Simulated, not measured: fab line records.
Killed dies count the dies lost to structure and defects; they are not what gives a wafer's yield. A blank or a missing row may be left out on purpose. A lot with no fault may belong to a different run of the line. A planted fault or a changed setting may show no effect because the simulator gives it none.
A lot that was struck, set against a sound lot ; flow berkeley-cmos170 ; 15 out of 331 route steps
Sound: these wafers, L861.1, L861.4, L861.6. Struck: wafers L863.1, L863.6 (left out: L863.2, a lot-mate that was not struck); the cause follows at the end.
At each step with rows: each side's tool, then ch and its chambers, then its first start. Under that, the readings that differ: sound wafers ; struck wafers ; difference of the means ; sigmas: that difference in standard deviations of wafers without a fault.
alike: readings with means less than 2 such deviations apart, plus words and numbers identical on both sides. not compared: withheld readings, readings lacking a value on some wafer, bounds such as >300 that could conceal the same value, and numbers that have no deviation in the record and whose values overlap.
Wherever a step has rows on one side only, a row that says differs or no value, or a row with sigmas, the two part there. Numbers that have no deviation but don't overlap get no sigmas and don't part them. Lack of a reading on every wafer of one side parts them only where that side has two or more wafers.

first, 1 step without rows for these wafers: UCB170_M3_SOFTBAKE_06 (time 60 s).
UCB170_M3_STRIP_07: strips in O2.
  sound on plasma-asher-03 ch 0,1, day 11 03:22; struck on plasma-asher-03 ch 0,1, day 11 14:03
  alike: drypump-motor-current-A, o2-flow-sccm, oes-product-au, strip-time-to-endpoint-s
  not compared: rf-hours-counter-h
then, 7 steps without rows for these wafers: UCB170_M3_STRIP_08 (strips KrF in DMSO, time 600 s); UCB170_M3_COAT_09; UCB170_M3_COAT_10 (resist thk 900 nm); UCB170_M3_SOFTBAKE_11 (time 60 s); UCB170_M3_EXPOSE_12 (exposes mask METAL3, target cd 700 nm); UCB170_M3_PEB_13; UCB170_M3_DEVELOP_14 (develop time 45 s).
UCB170_M3_CD_MEAS_15 targets a cd of 700 nm.
  sound on cd-sem-01 at day 11 04:39; struck on cd-sem-01 at day 11 15:11
  alike: cd-nm
UCB170_M3_OVL_MEAS_16:
  sound on overlay-02 at day 11 04:46; struck on overlay-01 at day 11 15:18
  alike: M3_OVL
UCB170_M3_ETCH_17: etches BARC in N2/H2.
  sound on rie-diel-01 ch 0,2,3, day 11 04:48; struck on rie-diel-01 ch 2, day 11 15:20
  alike: drypump-motor-current-A, oes-product-au, throttle-valve-pct
UCB170_M3_METAL_ETCH_18: etches Al in Cl2/BCl3, stops on SiO2, target depth 1170 nm, time 195 s.
  sound on rie-metal-04 ch 0,1, day 11 04:51; struck on rie-metal-01 ch 1, day 11 15:23
reading;sound;struck;difference;sigmas
over-etch-frac;0.3 0.3 0.3;0.36085 0.36085;+0.06085;
model.KrF_of_M3_COAT_10.thk-nm (nm);183 209.9 213.9;175.7 176.6;-26.1;
  alike: drypump-motor-current-A, he-backside-leak-sccm, oes-product-au, throttle-valve-pct
  not compared: rf-hours-counter-h
UCB170_M3_STRIP_19: strips in O2.
  sound on plasma-asher-01 ch 0,1, day 11 05:02; struck on plasma-asher-03 ch 1, day 11 15:34
  alike: drypump-motor-current-A, o2-flow-sccm, oes-product-au
  not compared: rf-hours-counter-h
UCB170_M3_PROBE_99:
  the record has rows for the sound wafers here (prober-01, day 11 05:22) and none for the struck ones

== WHERE THEY PART ==
Within this record, at UCB170_M3_PROBE_99 only.

WHY: whatever the simulator had introduced
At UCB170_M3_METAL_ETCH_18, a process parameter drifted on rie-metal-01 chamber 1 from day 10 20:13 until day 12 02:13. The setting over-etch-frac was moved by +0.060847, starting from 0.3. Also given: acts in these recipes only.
